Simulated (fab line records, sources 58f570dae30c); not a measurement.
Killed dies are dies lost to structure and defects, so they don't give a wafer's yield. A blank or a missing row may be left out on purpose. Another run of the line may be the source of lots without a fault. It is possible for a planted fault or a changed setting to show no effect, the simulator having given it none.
fab line records	flow berkeley_cmos170
record: lots: 14	wafers: 42	last_day: 11
route steps=331 shown NWELL@27 GATE@141 CONTACT@232
lots that met no fault: taken from a fault-free run of the same line
start_h: the number of hours between the record's first day and the start of the first shown wafer of the lot	wait_h: hours from the lot's prior step to this one	" repeats the value in the row above	L1.1+2: a single row standing in for several wafers	- no value, or no start given	* or withheld: withheld	< > ~ a bound
route shown NAME@n: NAME is a module with steps in the file, n the number in the route of the first one	usual: mean and standard deviation over wafers with no fault	same: alike in all rows	chamber/n: place in a boat	sites: each site's reading	_std_site: standard deviation of those values	_edge_site: the outer-site mean with the inner-site mean subtracted	radius_mm: how far each site lies from the wafer's centre	mask NAME#n: copy n	behind: the most recent tool/chamber to have shaped the wafer	hold: the reason the lot was held/the length of the hold in hours/how it ended	device: whichever transistor did not switch (one of n, p or np)	end of line: tests of these same wafers at the route's end	step lacking rows: just its recipe	killed: count of dies lost to structure and defects at first sort (not the wafer's yield)	map: per-die view of a wafer (x killed, . not killed, _ where there is no die)
set.NAME: the run value of the setting; set.NAME@STEP: its run value at that earlier step	model.NAME: the simulator's own value behind a step, which no gauge read
a sample of lots followed through the steps of the route, with each step as a table and each wafer as a row
services: from which hour (start_h, from the record's first day; less than 0 if before it) a tool's chamber was out of use, for how many hours, and why
== steps ==
step: UCB170_NWELL_ETCH_13
recipe: chemistry: CH3F/Ar/O2	target: Si3N4	stop_on: SiO2	CH3F_flow_sccm: 20	Ar_flow_sccm: 50	O2_flow_sccm: 7	pressure_mtorr: 50	rf_w: 450	target_depth_a: 2464	over_etch_frac: 0.1	time_s: 154
usual: CH3F_flow_sccm: 20.01/0.061	O2_flow_sccm: 7.001/0.022	drypump_motor_current_A: 5.7/0.43	oes_product_au: 0.942/0.017	run_length_s: 182.5/0.42	throttle_valve_pct: 8.08/0.17
lot.wafer	tool	chamber	start_h	wait_h	CH3F_flow_sccm	O2_flow_sccm	drypump_motor_current_A	oes_product_au	rf_hours_counter_h	run_length_s	throttle_valve_pct
L182.3	rie_diel-03	3	30.15	0.0	20.11	6.990	5.8	0.916	79	182.1	7.92
L182.4	"	2	"	"	19.96	7.031	5.0	0.938	-	182.2	8.22
L182.5	"	3	"	"	20.06	7.016	5.7	0.916	-	182.5	7.92
L184.1	rie_diel-03	1	39.17	0.0	19.88	6.993	5.7	0.969	2	181.9	8.16
L184.5	"	1	"	"	20.02	6.995	5.8	0.962	-	182.2	8.17
L184.6	"	3	"	"	20.05	7.004	5.8	0.921	-	182.4	7.92
L185.3	rie_diel-02	2	42.34	0.0	20.01	7.029	6.2	0.954	1	183.6	8.25
L185.5	"	1	"	"	20.03	6.974	6.0	0.932	-	182.0	8.08
L185.6	"	2	"	"	19.99	7.030	6.2	0.957	-	183.2	8.25
L186.1	rie_diel-03	3	52.06	0.0	20.00	7.025	5.8	0.918	81	182.2	7.91
L186.5	"	1	"	"	20.03	7.002	5.8	0.957	-	182.8	8.17
L186.6	"	0	"	"	20.04	6.988	5.2	0.955	-	182.0	7.88
L187.1	rie_diel-02	0	52.21	0.0	20.01	6.970	5.0	0.964	105	182.8	8.22
L187.3	"	1	"	"	20.10	6.988	6.0	0.937	25	182.2	8.09
L187.6	"	0	"	"	19.98	6.985	5.1	0.956	-	182.6	8.21
L189.1	rie_diel-04	0	64.14	0.0	20.02	6.980	5.3	0.930	114	182.2	7.86
L189.3	"	3	"	"	20.03	6.998	6.3	0.969	51	182.7	7.82
L189.4	"	1	"	"	19.99	6.995	5.9	0.944	161	182.4	7.77
L190.1	rie_diel-03	2	70.39	0.0	19.92	7.005	5.0	0.937	141	182.6	8.23
L190.4	"	1	"	"	19.92	7.012	5.7	0.949	3	181.9	8.16
L190.5	"	2	"	"	19.89	7.020	5.0	0.934	-	182.5	8.21
L191.1	rie_diel-04	2	75.00	0.0	20.08	6.986	5.8	0.928	106	182.0	8.26
L191.4	"	0	"	"	20.03	6.996	5.3	0.921	115	182.1	7.86
L191.6	"	3	"	"	20.01	6.999	6.3	0.965	-	182.4	7.80
L193.2	rie_diel-02	3	89.24	0.0	20.05	7.010	5.9	0.947	77	182.5	8.23
L193.4	"	2	"	"	20.01	7.015	6.2	0.955	3	183.4	8.23
L193.5	"	0	"	"	20.02	7.020	5.0	0.971	-	182.8	8.22
L194.1	rie_diel-03	2	97.85	0.0	20.02	6.981	5.0	0.947	142	182.3	8.22
L194.3	"	3	"	"	20.01	6.981	5.8	0.923	83	182.1	7.92
L194.6	"	1	"	"	19.93	6.998	5.8	0.963	-	182.4	8.16
L195.3	rie_diel-03	2	99.98	0.0	20.00	7.030	5.0	0.924	142	182.3	8.22
L195.4	"	1	"	"	19.95	7.028	5.8	0.948	4	181.9	8.15
L195.6	"	1	"	"	20.00	7.018	5.8	0.940	-	181.9	8.16
L196.2	rie_diel-03	0	106.35	0.0	20.01	6.977	5.2	0.952	34	182.0	7.89
L196.3	"	1	"	"	20.11	6.985	5.8	0.952	5	182.1	8.16
L196.6	"	1	"	"	20.10	6.980	5.8	0.950	-	182.0	8.16
L201.1	rie_diel-04	1	126.93	0.0	19.98	7.011	5.9	0.937	0	182.9	7.79
L201.2	"	0	"	"	20.10	7.005	5.3	0.913	117	182.1	7.86
L201.6	"	3	"	"	20.02	7.026	6.3	0.952	-	182.6	7.80
L200.1	rie_diel-02	0	127.05	0.0	19.93	6.997	5.0	0.950	109	182.9	8.21
L200.3	"	2	"	"	20.00	7.004	6.2	0.928	5	183.4	8.25
L200.4	"	3	"	"	20.05	6.972	5.9	0.934	79	183.1	8.23
step: UCB170_GATE_ETCH_15
recipe: chemistry: HBr/Cl2	target: poly-Si	stop_on: SiO2	over_etch_frac: 0.3	icp_w: 300	bias_w: 150	time_s: 56.3	pressure_mtorr: 15	HBr_flow_sccm: 150	Cl2_flow_sccm: 50	target_depth_a: 2782
usual: HBr_flow_sccm: 150.0/0.43	bias_w: 150.0/0.47	drypump_motor_current_A: 5.6/0.57	he_backside_leak_sccm: 2.8/0.36	oes_product_au: 0.830/0.017	run_length_s: 84.7/0.5	throttle_valve_pct: 26.55/0.12
lot.wafer	tool	chamber	start_h	wait_h	HBr_flow_sccm	bias_w	drypump_motor_current_A	he_backside_leak_sccm	oes_product_au	rf_hours_counter_h	run_length_s	throttle_valve_pct
L182.3	rie_si-02	1	129.34	-	149.7	150.3	5.9	3.3	0.816	127	84.3	26.44
L182.4	"	2	"	"	149.6	149.0	5.6	3.0	0.856	23	84.9	26.73
L182.5	"	0	"	"	149.6	150.0	5.7	2.5	0.835	-	83.9	26.44
L184.1	rie_si-02	0	137.38	-	149.7	149.4	5.7	2.5	0.844	49	83.6	26.43
L184.5	"	3	"	"	149.5	150.1	6.5	3.0	0.827	-	84.2	26.65
L184.6	"	2	"	"	148.7	149.8	5.6	3.0	0.842	-	85.0	26.75
L186.1	rie_si-01	2	144.92	-	150.6	149.5	4.9	2.8	0.819	1	84.4	26.63
L186.5	"	0	"	"	149.9	149.7	5.0	2.8	0.833	-	85.1	26.41
L186.6	"	2	"	"	150.6	150.6	4.9	3.8	0.822	-	84.7	26.64
L187.1	rie_si-02	2	145.17	-	149.2	149.4	5.5	3.0	0.866	23	85.2	26.73
L187.3	"	3	"	"	149.8	150.1	6.5	2.9	0.834	60	84.2	26.65
L187.6	"	0	"	"	150.0	150.1	5.7	2.5	0.845	-	83.8	26.45
L185.3	rie_si-01	0	145.29	-	149.5	150.2	5.0	2.7	0.816	25	85.3	26.40
L185.5	"	2	"	"	150.0	149.8	4.9	2.9	0.812	-	84.7	26.63
L185.6	"	0	"	"	149.9	150.5	5.0	2.9	0.817	-	85.3	26.42
L189.1	rie_si-02	2	154.46	-	149.6	150.5	5.6	3.1	0.853	23	85.0	26.72
L189.3	"	3	"	"	150.8	149.2	6.6	2.8	0.824	60	84.2	26.65
L189.4	"	2	"	"	149.4	150.5	5.6	3.1	0.862	-	85.4	26.74
L190.1	rie_si-02	3	161.59	-	150.1	149.9	6.5	2.8	0.830	60	84.6	26.65
L190.4	"	0	"	"	149.8	150.5	5.7	2.5	0.851	-	84.1	26.44
L190.5	"	3	"	"	150.0	149.8	6.5	2.7	0.830	-	84.4	26.65
L191.1	rie_si-01	0	172.51	-	150.1	150.4	5.0	2.7	0.836	25	85.5	26.42
L191.4	"	1	"	"	149.6	150.7	5.0	2.2	0.804	49	85.0	26.44
L191.6	"	2	"	"	150.0	150.4	4.8	2.9	0.819	-	84.9	26.64
L193.2	rie_si-01	3	176.15	-	149.1	149.6	6.3	3.5	0.833	83	84.9	26.67
L193.4	"	0	"	"	149.7	150.0	5.0	2.7	0.821	25	85.8	26.41
L193.5	"	1	"	"	150.0	149.7	5.0	2.3	0.813	-	85.0	26.44
L195.3	rie_si-02	0	182.92	-	150.6	149.6	5.7	2.4	0.841	49	83.9	26.43
L195.4	"	3	"	"	149.8	149.8	6.5	2.8	0.826	60	84.8	26.65
L195.6	"	2	"	"	151.1	149.7	5.6	3.0	0.857	-	84.8	26.74
L194.1	rie_si-01	0	183.04	-	150.4	150.8	5.0	2.7	0.825	25	85.7	26.40
L194.3	"	3	"	"	150.1	149.2	6.3	3.3	0.833	83	84.8	26.67
L194.6	"	0	"	"	150.4	150.8	5.0	2.8	0.827	-	85.2	26.41
L196.2	rie_si-01	0	199.93	-	150.7	150.1	5.0	2.8	0.820	25	85.3	26.41
L196.3	"	1	"	"	149.7	149.6	5.0	2.2	0.812	49	84.9	26.45
L196.6	"	3	"	"	149.5	149.8	6.3	3.6	0.831	-	85.1	26.68
L200.1	rie_si-01	0	211.99	-	150.5	-	5.0	4.7	1.011	25	62.7	26.43
L200.3	"	2	"	"	149.8	-	4.9	2.9	0.979	1	62.0	26.63
L200.4	"	1	"	"	149.6	-	5.0	2.5	0.969	50	62.4	26.43
L201.1	rie_si-01	0	212.46	-	150.4	-	5.0	2.9	0.988	25	62.8	26.42
L201.2	"	1	"	"	150.0	-	5.0	2.4	0.978	50	62.4	26.45
L201.6	"	2	"	"	149.1	-	4.9	2.9	0.966	-	62.0	26.64
step: UCB170_CONTACT_OVL_MEAS_16
usual: CONTACT_OVL: 3/4.8
lot.wafer	tool	chamber	start_h	wait_h	CONTACT_OVL[nm]
L182.3	overlay-02	-	152.51	0.1	8
L182.4	"	-	"	"	3
L182.5	"	-	"	"	5
L184.1	overlay-01	-	157.11	0.1	-5
L184.5	"	-	"	"	-2
L184.6	"	-	"	"	4
L187.1	overlay-01	-	165.29	0.1	4
L187.3	"	-	"	"	4
L187.6	"	-	"	"	2
L185.3	overlay-01	-	168.38	0.1	7
L185.5	"	-	"	"	11
L185.6	"	-	"	"	7
L186.1	overlay-01	-	168.59	0.1	8
L186.5	"	-	"	"	0
L186.6	"	-	"	"	2
L189.1	overlay-02	-	178.33	0.1	1
L189.3	"	-	"	"	-3
L189.4	"	-	"	"	2
L190.1	overlay-02	-	181.19	0.1	0
L190.4	"	-	"	"	-3
L190.5	"	-	"	"	4
L191.1	overlay-01	-	190.92	0.1	6
L191.4	"	-	"	"	18
L191.6	"	-	"	"	4
L193.2	overlay-02	-	195.82	0.1	7
L193.4	"	-	"	"	-5
L193.5	"	-	"	"	4
L194.1	overlay-01	-	202.01	0.1	8
L194.3	"	-	"	"	11
L194.6	"	-	"	"	6
L195.3	overlay-01	-	203.73	0.1	6
L195.4	"	-	"	"	6
L195.6	"	-	"	"	5
L196.2	overlay-02	-	221.51	0.1	6
L196.3	"	-	"	"	9
L196.6	"	-	"	"	5
step: UCB170_CONTACT_ETCH_17
recipe: chemistry: N2/H2	target_depth_a: withheld	overetch_a: withheld	target: BARC	time_s: withheld	source_w: 500	bias_w: 100	pressure_mtorr: 30	n2_flow_sccm: 100	h2_flow_sccm: 200
usual: bias_w: 99.98/0.3	drypump_motor_current_A: 5.8/0.37	oes_product_au: 1.003/0.014	throttle_valve_pct: 13.25/0.26
lot.wafer	tool	chamber	start_h	wait_h	bias_w	drypump_motor_current_A	oes_product_au	throttle_valve_pct
L182.3	rie_diel-02	1	152.54	0.0	99.55	6.0	0.993	13.40
L182.4	"	3	"	"	100.01	5.9	1.000	13.64
L182.5	"	3	"	"	99.59	5.9	0.989	13.65
L184.1	rie_diel-04	3	157.15	0.0	100.41	6.3	1.019	12.93
L184.5	"	3	"	"	99.98	6.3	1.011	12.93
L184.6	"	2	"	"	99.83	5.8	1.002	13.53
L187.1	rie_diel-01	3	165.33	0.0	100.30	5.5	1.003	13.29
L187.3	"	0	"	"	100.04	5.3	0.994	13.30
L187.6	"	0	"	"	100.34	5.3	0.995	13.32
L185.3	rie_diel-04	1	168.40	0.0	99.82	5.9	1.000	13.05
L185.5	"	1	"	"	100.06	6.0	0.998	13.06
L185.6	"	2	"	"	99.55	5.8	1.000	13.53
L186.1	rie_diel-02	0	168.62	0.0	100.10	5.1	1.038	13.52
L186.5	"	2	"	"	100.11	6.2	1.013	13.49
L186.6	"	1	"	"	99.63	6.0	0.995	13.39
L189.1	rie_diel-02	2	178.36	0.0	99.54	6.2	1.011	13.50
L189.3	"	0	"	"	99.71	5.0	1.032	13.51
L189.4	"	1	"	"	100.34	6.1	0.986	13.39
L190.1	rie_diel-02	1	181.22	0.0	100.08	6.0	0.997	13.43
L190.4	"	2	"	"	100.31	6.2	1.002	13.51
L190.5	"	3	"	"	99.92	5.9	1.003	13.64
L191.1	rie_diel-01	2	190.96	0.0	99.84	6.4	1.004	12.94
L191.4	"	1	"	"	99.88	5.9	1.017	13.03
L191.6	"	0	"	"	99.39	5.3	1.001	13.30
L193.2	rie_diel-04	2	195.85	0.0	100.46	5.8	0.995	13.53
L193.4	"	1	"	"	100.08	5.9	0.981	13.04
L193.5	"	3	"	"	100.05	6.2	1.010	12.92
L194.1	rie_diel-01	2	202.04	0.0	99.72	6.3	1.002	12.93
L194.3	"	0	"	"	99.81	5.3	1.002	13.31
L194.6	"	0	"	"	100.26	5.3	0.998	13.31
L195.3	rie_diel-04	1	203.76	0.0	100.27	5.9	0.995	13.03
L195.4	"	3	"	"	99.99	6.3	1.013	12.93
L195.6	"	2	"	"	100.00	5.8	1.000	13.54
L196.2	rie_diel-01	2	221.54	0.0	100.63	6.4	1.022	12.94
L196.3	"	0	"	"	99.86	5.3	1.019	13.33
L196.6	"	3	"	"	100.05	5.5	1.016	13.26
== services ==
tool	chamber	start_h	hours	kind
rie_diel-03	0	25.14	16.4	repair
rie_diel-02	3	40.26	5.8	repair
rie_diel-04	-	41.98	4.3	pm
rie_diel-01	2	65.39	10.3	repair
rie_si-02	-	70.85	1.3	repair
rie_diel-02	2	98.51	6.9	repair
rie_diel-04	1	110.65	-	clean
rie_diel-04	1	110.65	13.8	scheduled_down
rie_diel-04	1	110.65	13.8	vent_cycle
rie_si-01	3	111.28	43.1	repair
rie_diel-03	3	116.41	6.7	repair
rie_si-02	1	145.90	-	clean
rie_si-02	1	145.90	27.0	scheduled_down
rie_si-02	1	145.90	27.0	vent_cycle
rie_diel-01	-	151.16	2.8	pm
rie_diel-04	0	152.52	6.7	repair
rie_diel-02	3	184.35	3.8	repair
rie_diel-03	2	196.06	-	clean
rie_diel-03	2	196.06	19.2	scheduled_down
rie_diel-03	2	196.06	19.2	vent_cycle
rie_diel-02	3	210.18	4.5	repair
rie_diel-03	0	218.82	1.9	repair
rie_diel-04	3	220.07	9.5	repair
rie_si-01	2	221.22	9.1	repair
== key ==
first_sign: step: UCB170_GATE_ETCH_15	reading: run_length_s	direction: down	sigmas: 45	usual: *	struck: *
effect: step: UCB170_GATE_ETCH_15	reading: oes_product_au	direction: up	sigmas: 8.9	usual: 0.830	struck: 0.982
met_at UCB170_GATE_ETCH_15
struck_lots L200,L201
later_rows_left_out L200.1,L200.3,L200.4,L201.1,L201.2,L201.6
sort_left_out L200.1,L200.3,L200.4,L201.1,L201.2,L201.6
tester_left_out L200,L201
not_acting_at UCB170_NWELL_ETCH_13,UCB170_CONTACT_OVL_MEAS_16,UCB170_CONTACT_ETCH_17
onset_between 199.93 211.99
fault: kind: process_parameter_drift	tool: rie_si-01	chamber: -	onset_h: 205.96	steps: UCB170_GATE_ETCH_15	channel: time_s	offset: *	shape: step	end_h: 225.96	stated: *
tester_left_out: of these lots the tester's yield and bins aren't shown, on N5 and GAA mostly nor the transistor test; their killed dies are dies lost to structure and defects alone, not to doping, threshold or leakage, so they don't give the yield
sort_left_out: the simulated sort isn't trusted on such a fault, so these wafers' sort isn't shown, and their yield isn't known
later_rows_left_out: the simulator's readings of these wafers behind a module that went badly wrong aren't trusted and aren't shown, but for the sort
